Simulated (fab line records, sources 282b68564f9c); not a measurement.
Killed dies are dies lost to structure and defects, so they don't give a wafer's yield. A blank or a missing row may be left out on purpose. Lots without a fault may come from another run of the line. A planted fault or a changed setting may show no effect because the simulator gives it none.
A struck lot beside a sound one | flow rit_cmos | 15 steps out of a route of 202
Sound: wafers L655.1, L655.3, L655.4. Struck: wafer L654.3. (L654.1, L654.6 of the same lot were not struck and are left out.) The cause comes at the end.
At each step with rows: each side's tool, then ch and its chambers, then its first start. Under that, the readings that differ: sound wafers | struck wafers | difference of the means | sigmas: that difference in standard deviations of wafers without a fault.
alike: readings whose means differ by less than 2 such deviations, and words and numbers that are the same on both sides. not compared: withheld readings, readings that some wafer has no value for, bounds like >300 that may hide the same value, and numbers for which the record gives no deviation and whose values overlap.
The two part at a step that has a row with sigmas, a row that says differs or no value, or rows on one side only. Numbers that don't overlap but have no deviation are shown without sigmas and don't part them. A reading that every wafer of one side lacks parts them only if that side has two wafers or more.

first, 1 step without rows for these wafers: RIT_NWELL_IMPLANT_08.
RIT_NWELL_STRIP_09: strips in O2, time 180 s.
  sound on plasma_asher-01 ch 0,1, day 5 00:17; struck on plasma_asher-04 ch 0, day 4 19:58
  reading                     | sound       | struck | difference | sigmas
  drypump_motor_current_A (A) | 6.2 5.4 6.2 | 4.9    | -1.0       | -3
  alike: o2_flow_sccm
  not compared: rf_hours_counter_h
RIT_NWELL_TW_MEAS_10:
  sound on film_metro-04, day 5 00:28; struck on film_metro-04, day 4 20:08
  alike: NWELL_TW
then, 6 steps without rows for these wafers: RIT_PWELL_HMDS_00 (prime time 60 s); RIT_PWELL_COAT_01 (resist thk 1300 nm); RIT_PWELL_SOFTBAKE_02 (time 60 s); RIT_PWELL_EXPOSE_03 (exposes mask M3, target cd 43700 nm); RIT_PWELL_PEB_04; RIT_PWELL_DEVELOP_05 (develop time 68 s).
RIT_PWELL_OVL_MEAS_06:
  sound on overlay-02, day 5 01:31; struck on overlay-01, day 4 21:05
  alike: PWELL_OVL
then, 2 steps without rows for these wafers: RIT_PWELL_HARDBAKE_07 (time 120 s); RIT_PWELL_IMPLANT_08.
RIT_PWELL_STRIP_09: strips in O2, time 180 s.
  sound on plasma_asher-01 ch 0,1, day 5 02:04; struck on plasma_asher-02 ch 1, day 4 21:31
  reading             | sound          | struck | difference | sigmas
  o2_flow_sccm (sccm) | 4003 4001 3989 | 6025   | +2027      | +99 or more
  alike: drypump_motor_current_A
  not compared: rf_hours_counter_h
RIT_PWELL_TW_MEAS_10:
  sound on film_metro-01, day 5 02:14; struck on film_metro-04, day 4 21:41
  alike: PWELL_TW
then, 1 step without rows for these wafers: RIT_M1_PROBE_99.

WHERE THEY PART
First at RIT_NWELL_STRIP_09; last, within this record, at RIT_PWELL_STRIP_09. Later steps at which nothing parts them and some readings are alike: RIT_PWELL_TW_MEAS_10.

WHY: what the simulator had put in
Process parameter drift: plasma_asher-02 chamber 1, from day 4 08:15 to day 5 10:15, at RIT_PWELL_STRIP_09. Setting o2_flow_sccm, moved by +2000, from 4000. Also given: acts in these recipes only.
